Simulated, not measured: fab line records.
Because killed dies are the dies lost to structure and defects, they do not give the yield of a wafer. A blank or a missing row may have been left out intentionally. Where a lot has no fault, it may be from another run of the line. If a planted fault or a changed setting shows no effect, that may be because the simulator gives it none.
fab line records	flow berkeley-cmos170
record lots=5	wafers=23
route steps=331 shown CONTACT@228 V1@263 M2@272 V2@299
start-h: hours from the record's opening day to when the first of the lot's shown wafers began	wait-h: time in hours since the lot's previous step	" unchanged from the row above	L1.1+2: a single row standing in for several wafers	- no value present, or no start provided	* or withheld: withheld	< > ~ a bound
route shown NAME@n: NAME is a module with steps in the file, n the number in the route of the first one	usual: the fault-free wafers' mean and standard deviation	same: alike in all rows	chamber/n: place in a boat	sites: each site's reading	_std_site: how widely they spread, as a standard deviation	_edge_site: the outer-site mean with the inner-site mean subtracted	radius-mm: how far each site lies from the wafer's centre	mask NAME#n: copy n	behind: the most recent tool/chamber to have shaped the wafer	hold: reason for holding the lot/hours on hold/outcome of the hold	device: names the non-switching transistor (n, p or np)	end of line: tests of these same wafers at the route's end	a step without rows: its recipe alone	killed: the dies lost at the first sort to structure and to defects; this is not the yield of the wafer	map: per-die view of a wafer (x killed, . not killed, _ where there is no die)
set.NAME: the setting that was run; set.NAME@STEP: the one run at that earlier step	model.NAME: the simulator's own value behind a step, which no gauge read
lots run with intentionally changed settings; tables by step, rows by wafer
## steps
# step UCB170_CONTACT_EXPOSE_12
# recipe mask-id=CONT	target-cd-nm=700	na=0.5	sigma-outer=0.6	source-shape=conventional	dose-mj=35
lot.wafer	tool	chamber	start-h	wait-h	mask	set.dose-mj
L074.1+3+4	krf-scanner-02	0	148.03	-	CONT#0	35
L074.2+6	"	0	"	"	CONT#0	33.91
L077.2+4+6	krf-scanner-01	0	158.98	-	CONT#0	35
L078.1+2+4+5+6	krf-scanner-01	0	167.73	-	CONT#0	35
L082.1+2+6	krf-scanner-02	0	193.82	-	CONT#0	33.8
L082.4+5	"	0	"	"	CONT#0	35
L083.1+2+4+5+6	krf-scanner-02	0	194.17	-	CONT#0	35
# step UCB170_CONTACT_PEB_13
# recipe peb-temp-c=130	peb-time-s=withheld	resist=KrF
# step UCB170_CONTACT_DEVELOP_14
# recipe developer=TMAH	develop-time-s=45	resist=KrF	dev-temp-c=21
# step UCB170_CONTACT_CD_MEAS_15
# recipe target-cd-nm=700
# usual cd-nm=700.4/1.3
lot.wafer	tool	chamber	start-h	wait-h	set.dose-mj@CONTACT_EXPOSE_12	cd-nm
L074.1	cd-sem-01	-	149.18	-	35	701.4
L074.2	"	-	"	"	33.91	695.2
L074.3	"	-	"	"	35	701.8
L074.4	"	-	"	"	35	700.5
L074.6	"	-	"	"	33.91	695.8
L077.2	cd-sem-01	-	159.45	-	35	701.6
L077.4	"	-	"	"	35	702.0
L077.6	"	-	"	"	35	701.8
L078.1	cd-sem-02	-	168.12	-	35	701.7
L078.2	"	-	"	"	35	698.8
L078.4	"	-	"	"	35	700.0
L078.5	"	-	"	"	35	699.7
L078.6	"	-	"	"	35	699.7
L082.1	cd-sem-01	-	194.41	-	33.8	696.1
L082.2	"	-	"	"	33.8	696.3
L082.4	"	-	"	"	35	701.3
L082.5	"	-	"	"	35	702.0
L082.6	"	-	"	"	33.8	696.4
L083.1	cd-sem-02	-	195.03	-	35	700.2
L083.2	"	-	"	"	35	700.4
L083.4	"	-	"	"	35	699.2
L083.5	"	-	"	"	35	701.2
L083.6	"	-	"	"	35	701.0
# step UCB170_CONTACT_ETCH_17
# recipe chemistry=N2/H2	target-depth-a=withheld	overetch-a=withheld	target=BARC	time-s=withheld	source-w=500	bias-w=100	pressure-mtorr=30	n2-flow-sccm=100	h2-flow-sccm=200
lot.wafer	tool	chamber	start-h	wait-h	set.dose-mj@CONTACT_EXPOSE_12	model.CONTACT.cd-nm
L074.1	rie-diel-03	0	149.33	0.0	35	701.7
L074.2	"	3	"	"	33.91	695.4
L074.3	"	2	"	"	35	702.8
L074.4	"	0	"	"	35	700.5
L074.6	"	2	"	"	33.91	696.1
L077.2	rie-diel-01	0	159.58	0.0	35	702
L077.4	"	1	"	"	35	700.6
L077.6	"	0	"	"	35	701
L078.1	rie-diel-04	0	168.27	0.0	35	701.5
L078.2	"	2	"	"	35	698.8
L078.4	"	1	"	"	35	699.9
L078.5	"	1	"	"	35	699.2
L078.6	"	0	"	"	35	699.6
L082.1	rie-diel-04	1	194.56	0.0	33.8	696.3
L082.2	"	0	"	"	33.8	696.4
L082.4	"	3	"	"	35	702
L082.5	"	3	"	"	35	702.6
L082.6	"	0	"	"	33.8	696
L083.1	rie-diel-03	0	195.19	0.0	35	698.9
L083.2	"	3	"	"	35	701.2
L083.4	"	2	"	"	35	700.1
L083.5	"	0	"	"	35	700.5
L083.6	"	3	"	"	35	701.1
# step UCB170_CONTACT_ETCH_18
# recipe chemistry=CHF3/CF4/Ar	target=PSG	stop-on=TiSi2	CHF3_flow_sccm=45	cf4-flow-sccm=15	Ar_flow_sccm=150	pressure-mtorr=200	rf-w=700	target-depth-a=8400	over-etch-frac=0.2	time-s=195
# step UCB170_CONTACT_STRIP_19
# recipe chemistry=O2	power-w=400	pressure-mtorr=3500	platen-temp-c=withheld	o2-flow-sccm=400	overash-fraction=0.5
# step UCB170_CONTACT_CD_MEAS_90
# recipe target-cd-nm=700
# usual cd-nm=700.3/1.6
lot.wafer	tool	chamber	start-h	wait-h	set.dose-mj@CONTACT_EXPOSE_12	cd-nm
L074.1	cd-sem-01	-	149.60	0.1	35	701.9
L074.2	"	-	"	"	33.91	695.1
L074.3	"	-	"	"	35	702.6
L074.4	"	-	"	"	35	700.5
L074.6	"	-	"	"	33.91	696.0
L077.2	cd-sem-01	-	159.87	0.1	35	702.0
L077.4	"	-	"	"	35	700.3
L077.6	"	-	"	"	35	700.5
L078.1	cd-sem-02	-	168.54	0.1	35	701.7
L078.2	"	-	"	"	35	699.1
L078.4	"	-	"	"	35	700.2
L078.5	"	-	"	"	35	699.7
L078.6	"	-	"	"	35	699.7
L082.1	cd-sem-02	-	194.83	0.1	33.8	696.8
L082.2	"	-	"	"	33.8	696.8
L082.4	"	-	"	"	35	701.8
L082.5	"	-	"	"	35	701.7
L082.6	"	-	"	"	33.8	696.0
L083.1	cd-sem-01	-	195.53	0.1	35	699.0
L083.2	"	-	"	"	35	700.7
L083.4	"	-	"	"	35	700.5
L083.5	"	-	"	"	35	700.2
L083.6	"	-	"	"	35	700.2
# step UCB170_V1_EXPOSE_09
# recipe mask-id=VIA1	target-cd-nm=700	na=0.5	sigma-outer=0.6	source-shape=conventional	dose-mj=37
lot.wafer	tool	chamber	start-h	wait-h	mask	set.dose-mj
L074.1+2+4	krf-scanner-01	0	159.49	0.1	VIA1#0	38.74
L074.3+6	"	0	"	"	VIA1#0	37
L077.2+4+6	krf-scanner-02	0	169.40	0.3	VIA1#0	37
L078.1+6	krf-scanner-02	0	176.56	0.1	VIA1#0	39.7
L078.2+4+5	"	0	"	"	VIA1#0	37
L083.1+2+4+5+6	krf-scanner-01	0	204.30	0.1	VIA1#0	37
L082.1+5+6	krf-scanner-02	0	204.71	0.2	VIA1#0	37
L082.2+4	"	0	"	"	VIA1#0	34.51
# step UCB170_V1_PEB_10
# recipe peb-temp-c=128.7	peb-time-s=withheld	resist=KrF
# step UCB170_V1_DEVELOP_11
# recipe developer=TMAH	develop-time-s=45	resist=KrF	dev-temp-c=21
# step UCB170_V1_CD_MEAS_12
# recipe target-cd-nm=700
# usual cd-nm=700.1/1.4
lot.wafer	tool	chamber	start-h	wait-h	set.dose-mj@V1_EXPOSE_09	cd-nm
L074.1	cd-sem-01	-	159.97	-	38.74	705.1
L074.2	"	-	"	"	38.74	704.8
L074.3	"	-	"	"	37	697.1
L074.4	"	-	"	"	38.74	705.9
L074.6	"	-	"	"	37	698.3
L077.2	cd-sem-01	-	170.02	-	37	700.5
L077.4	"	-	"	"	37	702.7
L077.6	"	-	"	"	37	701.0
L078.1	cd-sem-02	-	176.95	-	39.7	712.1
L078.2	"	-	"	"	37	701.1
L078.4	"	-	"	"	37	701.9
L078.5	"	-	"	"	37	701.6
L078.6	"	-	"	"	39.7	712.5
L083.1	cd-sem-01	-	205.13	-	37	697.4
L083.2	"	-	"	"	37	698.7
L083.4	"	-	"	"	37	698.5
L083.5	"	-	"	"	37	698.6
L083.6	"	-	"	"	37	698.1
L082.1	cd-sem-01	-	205.41	-	37	700.9
L082.2	"	-	"	"	34.51	688.8
L082.4	"	-	"	"	34.51	689.2
L082.5	"	-	"	"	37	700.9
L082.6	"	-	"	"	37	701.4
# step UCB170_V1_ETCH_14
# recipe chemistry=CHF3/CF4/Ar	target=SiO2	stop-on=Al	CHF3_flow_sccm=45	cf4-flow-sccm=15	Ar_flow_sccm=150	pressure-mtorr=200	rf-w=700	target-depth-a=12500	over-etch-frac=0.25	time-s=291
lot.wafer	tool	chamber	start-h	wait-h	set.dose-mj@V1_EXPOSE_09	model.V1.cd-nm
L074.1	rie-diel-02	3	160.13	0.0	38.74	704.3
L074.2	"	0	"	"	38.74	704.1
L074.3+6	"	1,0	"	"	37	697.6
L074.4	"	2	"	"	38.74	706
L077.2	rie-diel-01	2	170.15	0.0	37	699.8
L077.4	"	1	"	"	37	702.8
L077.6	"	2	"	"	37	700.5
L078.1	rie-diel-02	0	177.11	0.0	39.7	713
L078.2	"	1	"	"	37	702.5
L078.4	"	3	"	"	37	701.3
L078.5	"	0	"	"	37	702.6
L078.6	"	3	"	"	39.7	711.6
L083.1+6	rie-diel-01	3,0	205.29	0.0	37	698
L083.2	"	0	"	"	37	698.6
L083.4	"	1	"	"	37	699.2
L083.5	"	1	"	"	37	698.9
L082.1+6	rie-diel-02	2,1	205.56	0.0	37	701.8
L082.2	"	1	"	"	34.51	689.6
L082.4	"	0	"	"	34.51	689.7
L082.5	"	0	"	"	37	701.5
# step UCB170_V1_STRIP_15
# recipe chemistry=O2	power-w=400	pressure-mtorr=3500	platen-temp-c=withheld	o2-flow-sccm=400	overash-fraction=0.5
# step UCB170_V1_CD_MEAS_90
# recipe target-cd-nm=700
# usual cd-nm=700.0/1.6
lot.wafer	tool	chamber	start-h	wait-h	set.dose-mj@V1_EXPOSE_09	cd-nm
L074.1	cd-sem-01	-	160.41	0.1	38.74	704.5
L074.2	"	-	"	"	38.74	703.7
L074.3	"	-	"	"	37	697.7
L074.4	"	-	"	"	38.74	706.1
L074.6	"	-	"	"	37	697.1
L077.2	cd-sem-01	-	170.45	0.1	37	700.0
L077.4	"	-	"	"	37	702.6
L077.6	"	-	"	"	37	700.6
L078.1	cd-sem-02	-	177.39	0.1	39.7	713.1
L078.2	"	-	"	"	37	702.6
L078.4	"	-	"	"	37	701.3
L078.5	"	-	"	"	37	702.4
L078.6	"	-	"	"	39.7	711.7
L083.1	cd-sem-02	-	205.57	0.1	37	698.3
L083.2	"	-	"	"	37	698.9
L083.4	"	-	"	"	37	699.0
L083.5	"	-	"	"	37	698.9
L083.6	"	-	"	"	37	697.7
L082.1	cd-sem-01	-	205.84	0.1	37	701.4
L082.2	"	-	"	"	34.51	690.2
L082.4	"	-	"	"	34.51	689.4
L082.5	"	-	"	"	37	701.2
L082.6	"	-	"	"	37	701.6
# step UCB170_M2_SPUTTER_01
# recipe material=Al	target-thk-nm=900	time-s=120	power-w=6000	chamber-pressure-pa=0.5
lot.wafer	tool	chamber	start-h	wait-h	set.chamber-pressure-pa	model.Al_of_M2_SPUTTER_01.thk-nm
L074.1	pvd-sputter-02	-	160.60	0.0	0.4391	937
L074.2	"	-	"	"	0.4391	927.2
L074.3	"	-	"	"	0.4391	940
L074.4	"	-	"	"	0.4391	934.9
L074.6	"	-	"	"	0.4391	945
L077.2	pvd-sputter-02	-	170.62	0.0	0.5	904.1
L077.4	"	-	"	"	0.5	907.2
L077.6	"	-	"	"	0.5	899.7
L078.1	pvd-sputter-01	-	177.57	0.0	0.4694	925.9
L078.2	"	-	"	"	0.4694	921.7
L078.4	"	-	"	"	0.4694	925.5
L078.5	"	-	"	"	0.4694	926.1
L078.6	"	-	"	"	0.4694	920.5
L083.1	pvd-sputter-01	-	205.75	0.0	0.5	901.7
L083.2	"	-	"	"	0.5	914
L083.4	"	-	"	"	0.5	911.4
L083.5	"	-	"	"	0.5	901.8
L083.6	"	-	"	"	0.5	901.2
L082.1	pvd-sputter-02	-	206.03	0.0	0.5207	892.2
L082.2	"	-	"	"	0.5207	883.6
L082.4	"	-	"	"	0.5207	876.5
L082.5	"	-	"	"	0.5207	889.6
L082.6	"	-	"	"	0.5207	886.4
# step UCB170_M2_RS_MEAS_02
# recipe thk-meas-gauge=four-point-probe	reads=Al_of_M2_SPUTTER_01
# usual M2_AL_RS=0.0319/0.0003
lot.wafer	tool	chamber	start-h	wait-h	set.chamber-pressure-pa@M2_SPUTTER_01	M2_AL_RS[ohm/sq]
L074.1	film-metro-04	-	160.68	0.0	0.4391	0.0307
L074.2	"	-	"	"	0.4391	0.0312
L074.3	"	-	"	"	0.4391	0.0307
L074.4	"	-	"	"	0.4391	0.0309
L074.6	"	-	"	"	0.4391	0.0305
L077.2	film-metro-04	-	170.72	0.1	0.5	0.0320
L077.4	"	-	"	"	0.5	0.0318
L077.6	"	-	"	"	0.5	0.0322
L078.1	film-metro-01	-	177.71	0.1	0.4694	0.0312
L078.2	"	-	"	"	0.4694	0.0314
L078.4	"	-	"	"	0.4694	0.0313
L078.5	"	-	"	"	0.4694	0.0313
L078.6	"	-	"	"	0.4694	0.0313
L083.1	film-metro-01	-	205.84	0.0	0.5	0.0321
L083.2	"	-	"	"	0.5	0.0316
L083.4	"	-	"	"	0.5	0.0318
L083.5	"	-	"	"	0.5	0.0321
L083.6	"	-	"	"	0.5	0.0321
L082.1	film-metro-04	-	206.11	0.0	0.5207	0.0325
L082.2	"	-	"	"	0.5207	0.0327
L082.4	"	-	"	"	0.5207	0.0330
L082.5	"	-	"	"	0.5207	0.0325
L082.6	"	-	"	"	0.5207	0.0326
# step UCB170_M2_ETCH_17
# recipe chemistry=N2/H2	target-depth-a=withheld	overetch-a=withheld	target=BARC	time-s=withheld	source-w=500	bias-w=100	pressure-mtorr=30	n2-flow-sccm=100	h2-flow-sccm=200
lot.wafer	tool	chamber	start-h	wait-h	set.source-w
L074.1+2+3+4+6	rie-diel-04	3,2,0,2,3	163.52	0.0	500
L077.2+4+6	rie-diel-04	1,2,1	172.95	0.0	500
L078.1+2+4+5+6	rie-diel-04	3,0,1,1,2	179.93	0.0	500
L083.1+2+4	rie-diel-01	0,1,3	208.44	0.0	500
L083.5+6	"	3,2	"	"	477.5
L082.1+2+4+5+6	rie-diel-02	3,0,1,2,1	208.72	0.0	500
# step UCB170_M2_METAL_ETCH_18
# recipe chemistry=Cl2/BCl3	target=Al	stop-on=SiO2	pressure-mtorr=12	target-depth-a=11700	over-etch-frac=0.3	time-s=203.4	icp-w=600	bias-w=120	Cl2_flow_sccm=90	bcl3-flow-sccm=45
lot.wafer	tool	chamber	start-h	wait-h	set.chamber-pressure-pa@M2_SPUTTER_01	model.etch.depth-nm
L074.1	rie-metal-03	0	163.56	-	0.4391	937
L074.2	"	1	"	"	0.4391	927.2
L074.3	"	1	"	"	0.4391	940
L074.4	"	0	"	"	0.4391	934.9
L074.6	"	1	"	"	0.4391	945
L077.2	rie-metal-03	0	172.99	-	0.5	904.1
L077.4	"	1	"	"	0.5	907.2
L077.6	"	0	"	"	0.5	899.7
L078.1	rie-metal-01	0	179.98	-	0.4694	925.9
L078.2	"	1	"	"	0.4694	921.7
L078.4	"	1	"	"	0.4694	925.5
L078.5	"	1	"	"	0.4694	926.1
L078.6	"	0	"	"	0.4694	920.5
L083.1	rie-metal-03	0	208.49	-	0.5	901.7
L083.2	"	1	"	"	0.5	914
L083.4	"	0	"	"	0.5	911.4
L083.5	"	0	"	"	0.5	901.8
L083.6	"	1	"	"	0.5	901.2
L082.1	rie-metal-04	0	208.76	-	0.5207	892.2
L082.2	"	1	"	"	0.5207	883.6
L082.4	"	1	"	"	0.5207	876.5
L082.5	"	0	"	"	0.5207	889.6
L082.6	"	1	"	"	0.5207	886.4
# step UCB170_V2_COAT_07
# recipe resist=KrF	spin-rpm=1500	resist-thk-nm=900
lot.wafer	tool	chamber	start-h	wait-h	set.spin-rpm	model.KrF_of_V2_COAT_07.thk-nm
L074.1	litho-track-02	0	165.28	0.1	1583	869
L074.2	"	0	"	"	1583	870.6
L074.3	"	0	"	"	1500	896.7
L074.4	"	0	"	"	1500	895.4
L074.6	"	0	"	"	1500	894.8
L077.2	litho-track-03	0	174.52	0.1	1500	899.8
L077.4	"	0	"	"	1500	900.3
L077.6	"	0	"	"	1500	899.1
L078.1	litho-track-03	0	181.86	0.1	1391	938.9
L078.2	"	0	"	"	1500	904.9
L078.4	"	0	"	"	1391	937.3
L078.5	"	0	"	"	1500	904.5
L078.6	"	0	"	"	1500	904.8
L083.1	litho-track-03	0	210.09	0.1	1500	902.5
L083.2+6	"	0	"	"	1500	900.7
L083.4	"	0	"	"	1436	920.9
L083.5	"	0	"	"	1436	921.1
L082.1	litho-track-01	0	210.32	0.1	1500	903.8
L082.2	"	0	"	"	1438	920.3
L082.4	"	0	"	"	1438	917.4
L082.5	"	0	"	"	1438	919.4
L082.6	"	0	"	"	1500	905.7
# step UCB170_V2_SOFTBAKE_08
# recipe resist=KrF	temp-c=130	time-s=60
# step UCB170_V2_EXPOSE_09
# recipe mask-id=VIA2	target-cd-nm=700	na=0.5	sigma-outer=0.6	source-shape=conventional	dose-mj=37
# step UCB170_V2_ETCH_14
# recipe chemistry=CHF3/CF4/Ar	target=SiO2	stop-on=Al	CHF3_flow_sccm=45	cf4-flow-sccm=15	Ar_flow_sccm=150	pressure-mtorr=200	rf-w=687.8	target-depth-a=12500	over-etch-frac=0.25	time-s=291
lot.wafer	tool	chamber	start-h	wait-h	set.spin-rpm@V2_COAT_07	model.KrF_of_V2_COAT_07.thk-nm
L074.1	rie-diel-04	2	166.19	0.0	1583	582.9
L074.2	"	0	"	"	1583	584.4
L074.3	"	3	"	"	1500	617.8
L074.4	"	3	"	"	1500	617
L074.6	"	0	"	"	1500	610.4
L077.2	rie-diel-04	2	176.04	0.0	1500	619.3
L077.4	"	1	"	"	1500	621
L077.6	"	0	"	"	1500	616
L078.1	rie-diel-04	0	182.83	0.0	1391	653.3
L078.2	"	3	"	"	1500	624.4
L078.4	"	1	"	"	1391	654
L078.5	"	1	"	"	1500	623.5
L078.6	"	2	"	"	1500	617.1
L083.1	rie-diel-03	0	211.10	0.0	1500	615.5
L083.2	"	2	"	"	1500	612.6
L083.4	"	1	"	"	1436	634.2
L083.5	"	1	"	"	1436	637.2
L083.6	"	2	"	"	1500	613.2
L082.1	rie-diel-04	1	211.37	0.0	1500	623.2
L082.2	"	0	"	"	1438	632.9
L082.4	"	3	"	"	1438	639.4
L082.5	"	0	"	"	1438	631
L082.6	"	1	"	"	1500	621.5
# step UCB170_V2_STRIP_15
# recipe chemistry=O2	power-w=400	pressure-mtorr=3500	platen-temp-c=withheld	o2-flow-sccm=400	overash-fraction=0.5
# usual strip-time-to-endpoint-s=15.47/0.1
lot.wafer	tool	chamber	start-h	wait-h	set.spin-rpm@V2_COAT_07	strip-time-to-endpoint-s
L074.1	plasma-asher-01	0	166.37	0.1	1583	14.66
L074.2	"	1	"	"	1583	14.71
L074.3	"	0	"	"	1500	15.50
L074.4	"	1	"	"	1500	15.48
L074.6	"	0	"	"	1500	15.30
L077.2	plasma-asher-02	0	176.22	0.1	1500	15.53
L077.4	"	1	"	"	1500	15.57
L077.6	"	1	"	"	1500	15.45
L078.1	plasma-asher-01	1	183.01	0.1	1391	16.27
L078.2	"	0	"	"	1500	15.64
L078.4	"	1	"	"	1391	16.28
L078.5	"	1	"	"	1500	15.64
L078.6	"	0	"	"	1500	15.47
L083.1	plasma-asher-03	0	211.28	0.1	1500	15.43
L083.2	"	1	"	"	1500	15.38
L083.4	"	1	"	"	1436	15.87
L083.5	"	1	"	"	1436	15.89
L083.6	"	0	"	"	1500	15.38
L082.1	plasma-asher-01	1	211.55	0.1	1500	15.62
L082.2	"	0	"	"	1438	15.86
L082.4	"	0	"	"	1438	15.94
L082.5	"	0	"	"	1438	15.79
L082.6	"	1	"	"	1500	15.60
## key
split step=UCB170_CONTACT_EXPOSE_12	setting=dose-mj	stated=35	by=wafer
response step=UCB170_CONTACT_CD_MEAS_15	reading=cd-nm	change=+1.7	per=1%	r=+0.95
response step=UCB170_CONTACT_ETCH_17	reading=model.CONTACT.cd-nm	change=+1.82	per=1%	r=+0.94
response step=UCB170_CONTACT_CD_MEAS_90	reading=cd-nm	change=+1.72	per=1%	r=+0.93
split step=UCB170_V1_EXPOSE_09	setting=dose-mj	stated=37	by=wafer
response step=UCB170_V1_CD_MEAS_12	reading=cd-nm	change=+1.62	per=1%	r=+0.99
response step=UCB170_V1_ETCH_14	reading=model.V1.cd-nm	change=+1.57	per=1%	r=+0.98
response step=UCB170_V1_CD_MEAS_90	reading=cd-nm	change=+1.56	per=1%	r=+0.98
split step=UCB170_M2_SPUTTER_01	setting=chamber-pressure-pa	stated=0.5	by=lot
response step=UCB170_M2_SPUTTER_01	reading=model.Al_of_M2_SPUTTER_01.thk-nm	change=-3.05	per=1%	r=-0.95
response step=UCB170_M2_RS_MEAS_02	reading=M2_AL_RS	change=+0.00011	per=1%	r=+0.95
response step=UCB170_M2_METAL_ETCH_18	reading=model.etch.depth-nm	change=-3.05	per=1%	r=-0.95
split step=UCB170_M2_ETCH_17	setting=source-w	stated=500	by=wafer
response none clear
split step=UCB170_V2_COAT_07	setting=spin-rpm	stated=1500	by=wafer
response step=UCB170_V2_COAT_07	reading=model.KrF_of_V2_COAT_07.thk-nm	change=-4.45	per=1%	r=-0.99
response step=UCB170_V2_ETCH_14	reading=model.KrF_of_V2_COAT_07.thk-nm	change=-4.64	per=1%	r=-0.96
response step=UCB170_V2_STRIP_15	reading=strip-time-to-endpoint-s	change=*	per=1%	r=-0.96
